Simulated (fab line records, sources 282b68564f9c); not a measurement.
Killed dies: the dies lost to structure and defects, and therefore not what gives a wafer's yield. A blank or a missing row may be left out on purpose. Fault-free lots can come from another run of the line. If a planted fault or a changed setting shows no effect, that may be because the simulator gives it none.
Which tool is to blame? -- flow rit cmos -- Sampling: 14 lots, 42 wafers, 5 of 202 route steps

## WHAT THE GAUGES READ, wafer by wafer
RIT_ACTIVE_BOW_MEAS_00.
lot,measured,on,INCOMING_BOW (um)
L966,day 1 15:01,film metro-04,1 -10 -12
L967,day 1 20:02,film metro-04,0 7 8
L968,day 2 01:01,film metro-02,-7 0 -9
L970,day 2 11:02,film metro-02,4 4 0
L971,day 2 16:02,film metro-02,-3 0 -1
L972,day 2 21:01,film metro-01,6 -2 -8
L973,day 3 02:00,film metro-04,-2 0 19
L974,day 3 07:02,film metro-02,2 -1 -2
L976,day 3 17:01,film metro-01,9 -8 -17
L977,day 3 22:02,film metro-01,-1 7 0
L980,day 4 13:00,film metro-01,9 6 3
L984,day 5 09:01,film metro-02,2 -4 17
L985,day 5 14:01,film metro-04,-15 2 2
L987,day 6 00:00,film metro-04,-9 8 1

RIT_NWELL_OVL_MEAS_06.
lot,measured,on,NWELL_OVL (nm)
L966,day 2 03:46,overlay-02,-0.1 1.2 0.4
L967,day 2 06:25,overlay-01,0.6 -1.8 -0.4
L968,day 2 12:46,overlay-02,2.0 1.2 1.7
L970,day 2 21:20,overlay-02,0.7 2.5 0.9
L971,day 3 04:32,overlay-01,-1.1 -1.3 -0.5
L972,day 3 08:56,overlay-02,-1.0 0.6 -0.6
L973,day 3 14:01,overlay-02,3.4 1.4 0.5
L974,day 3 17:58,overlay-02,2.9 1.1 2.0
L976,day 4 05:38,overlay-02,1.6 1.0 0.1
L977,day 4 09:35,overlay-01,2.5 2.6 0.7
L980,day 5 01:26,overlay-02,1.6 0.3 1.7
L984,day 5 20:27,overlay-02,3.0 2.0 2.5
L985,day 6 02:18,overlay-01,1.6 1.7 2.2
L987,day 6 13:04,overlay-02,0.8 -0.7 1.5

RIT_PLDD_TW_MEAS_10.
lot,measured,on,PLDD_TW
L966,day 3 01:55,film metro-01,2353 2326 2348
L967,day 3 07:13,film metro-04,2366 2369 2379
L968,day 3 12:23,film metro-02,2351 2350 2353
L970,day 3 20:07,film metro-02,2371 2349 2367
L971,day 4 04:22,film metro-01,2351 2346 2357
L972,day 4 11:04,film metro-01,2347 2338 2348
L973,day 4 13:28,film metro-01,2356 2339 2337
L974,day 4 16:56,film metro-04,2343 2362 2359
L976,day 5 07:56,film metro-01,2332 2322 2332
L977,day 5 10:59,film metro-04,2360 2361 2376
L980,day 6 00:41,film metro-02,2361 2360 2359
L984,day 7 10:32,film metro-01,2268 2290 2262
L985,day 7 21:32,film metro-02,2236 2373 2180
L987,day 8 07:20,film metro-04,2351 2357 2370

RIT_SDANNEAL_RS_MEAS_06: the measuring method here is four-point-probe.
lot,measured,on,PLDD_RS (ohm/sq)
L966,day 3 08:36,film metro-04,179.2 179.0 179.8
L967,day 3 13:35,film metro-01,179.4 179.6 179.7
L968,day 3 19:01,film metro-04,180.1 179.3 179.5
L970,day 4 02:28,film metro-04,179.8 180.1 180.0
L971,day 4 10:35,film metro-02,179.6 179.3 179.6
L972,day 4 17:25,film metro-02,179.4 179.4 179.4
L973,day 4 19:47,film metro-02,180.0 179.6 179.8
L974,day 4 23:09,film metro-04,179.4 179.8 179.4
L976,day 5 15:08,film metro-01,179.6 180.3 179.4
L977,day 5 18:11,film metro-01,179.2 179.4 179.6
L980,day 6 07:01,film metro-04,180.1 179.9 179.9
L984,day 7 16:53,film metro-01,182.1 181.3 181.8
L985,day 8 03:38,film metro-01,182.9 181.0 183.9
L987,day 8 16:03,film metro-04,179.3 179.8 179.9

## EACH LOT AND THE TOOL THAT RAN IT (in order: tool; ch and the chambers of the sampled wafers; start)
lot,RIT_PLDD_IMPLANT_08
L966,"implanter-01 ch 0, day 3 01:36"
L967,"implanter-01 ch 0, day 3 06:55"
L968,"implanter-03 ch 0, day 3 12:04"
L970,"implanter-03 ch 0, day 3 19:49"
L971,"implanter-01 ch 0, day 4 04:04"
L972,"implanter-02 ch 0, day 4 10:46"
L973,"implanter-03 ch 0, day 4 13:08"
L974,"implanter-01 ch 0, day 4 16:39"
L976,"implanter-01 ch 0, day 5 07:38"
L977,"implanter-01 ch 0, day 5 10:41"
L980,"implanter-03 ch 0, day 6 00:22"
L984,"implanter-01 ch 0, day 7 10:14"
L985,"implanter-01 ch 0, day 7 21:14"
L987,"implanter-03 ch 0, day 8 07:01"
- RIT_PLDD_IMPLANT_08

## AS READ BY THE TOOLS THEMSELVES (means over the sampled wafers that have a number; for cases with no such wafer, the mark the record gives instead)
RIT_PLDD_IMPLANT_08.
lot,tool,dose ions cm2,end station pressure torr (Torr)
L966,implanter-01,8.887e+14,7.0e-06
L967,implanter-01,8.884e+14,7.0e-06
L968,implanter-03,8.887e+14,7.2e-06
L970,implanter-03,8.901e+14,7.2e-06
L971,implanter-01,8.887e+14,7.0e-06
L972,implanter-02,8.887e+14,7.3e-06
L973,implanter-03,8.894e+14,7.0e-06
L974,implanter-01,8.886e+14,7.3e-06
L976,implanter-01,8.887e+14,7.1e-06
L977,implanter-01,8.901e+14,7.4e-06
L980,implanter-03,8.882e+14,7.0e-06
L984,implanter-01,8.883e+14,7.5e-06
L985,implanter-01,8.885e+14,7.3e-06
L987,implanter-03,8.893e+14,7.2e-06

## THE ANSWER, worked out from the rows above alone
Rule: what is usual is taken from the lots themselves. The widest of any qualifying gaps counts: lots, ordered by their means at a reading, are off when they make up no more than a third of the lots, leave a main group of 4 or more, and stand apart from it by 3 or more times the standard deviation of that group's means. A main group whose means are all the same, to the digits that the tables above print for the reading, isn't used. Also off: a lot with no number at a reading for which 4 or more lots have one. All remaining lots with rows at the step are treated as sound. The gauges are gone through in route order, then the tools' own readings, and for those a lot's mean is taken as printed above. At the first step where some lot is off, the reading lying furthest off is the one used; lots without a number count as furthest.
Off: at RIT_PLDD_TW_MEAS_10 (PLDD_TW), L984, L985. For the main group the mean is 2353 and the standard deviation 11.
A tool fits if, at a process step before that reading, it ran every lot that is off, and no sound lot after the first of them. Gauges at RIT_PLDD_TW_MEAS_10: tried the same way as those tools. One candidate fits, namely implanter-01 at RIT_PLDD_IMPLANT_08. Its last sound lot is L977 (day 5 10:41), its first lot that is off L984 (day 7 10:14): a fault that began between those two fits.

## WHAT THE SIMULATOR HAD PUT IN
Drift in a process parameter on implanter-01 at RIT_PLDD_IMPLANT_08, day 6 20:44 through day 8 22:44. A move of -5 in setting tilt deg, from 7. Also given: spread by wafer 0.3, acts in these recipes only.
Shown lots that were struck: L984, L985. Same finding as the rule above.
